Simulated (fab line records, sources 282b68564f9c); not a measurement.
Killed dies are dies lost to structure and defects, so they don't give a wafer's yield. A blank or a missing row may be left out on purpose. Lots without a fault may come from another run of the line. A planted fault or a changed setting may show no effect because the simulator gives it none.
Which tool did it? | flow rit_cmos | 7 lots, 21 wafers sampled, at 2 steps of a route of 202

WHAT THE GAUGES READ, wafer by wafer
RIT_NRETRO_TW_MEAS_10.
lot  | measured    | on            | NRETRO_TW
L122 | day 2 10:48 | film_metro-04 | 1061 1059 1065
L125 | day 3 02:52 | film_metro-01 | 1083 1080 1080
L127 | day 3 13:23 | film_metro-02 | 1037 1037 1032
L132 | day 4 13:48 | film_metro-04 | 1068 1060 1057
L137 | day 5 14:19 | film_metro-01 | 1212 1206 1204
L141 | day 6 10:41 | film_metro-01 | 1086 1082 1080
L144 | day 7 01:05 | film_metro-04 | 1055 1048 1060

WHICH TOOL RAN EACH LOT (tool, then ch and the chambers of the sampled wafers, then the start)
lot  | RIT_NRETRO_IMPLANT_08
L122 | implanter-03 ch 0, day 2 10:30
L125 | implanter-03 ch 0, day 3 02:32
L127 | implanter-01 ch 0, day 3 13:05
L132 | implanter-03 ch 0, day 4 13:29
L137 | implanter-01 ch 0, day 5 13:59
L141 | implanter-02 ch 0, day 6 10:23
L144 | implanter-03 ch 0, day 7 00:47
- RIT_NRETRO_IMPLANT_08

THE ANSWER, worked out from the rows above alone
Rule: what is usual is taken from the lots themselves. Put in order of their means at a reading, lots are off if they are a third of the lots or fewer, leave a main group of 4 or more, and stand apart from it by a gap of 3 or more times the standard deviation of the main group's means; of several such gaps the widest counts. A main group whose means are all the same, to the digits that the tables above print for the reading, isn't used. A lot without any number at a reading at which 4 lots or more have one is off too. The other lots that the step has rows for count as sound.
Off: L137, at RIT_NRETRO_TW_MEAS_10 (NRETRO_TW). The main group: mean 1063, standard deviation 16.
A tool fits if, at a process step before that reading, it ran every lot that is off, and no sound lot after the first of them. The gauges at RIT_NRETRO_TW_MEAS_10 are tried like those tools. One fits: implanter-01 at RIT_NRETRO_IMPLANT_08. Its last sound lot is L127 (day 3 13:05), its first lot that is off L137 (day 5 13:59): a fault that began between those two fits.

WHAT THE SIMULATOR HAD PUT IN
Process parameter drift: implanter-01, from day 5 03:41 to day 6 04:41, at RIT_NRETRO_IMPLANT_08. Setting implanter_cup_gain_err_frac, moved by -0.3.
Lots struck among those shown: L137. The rule above found the same.
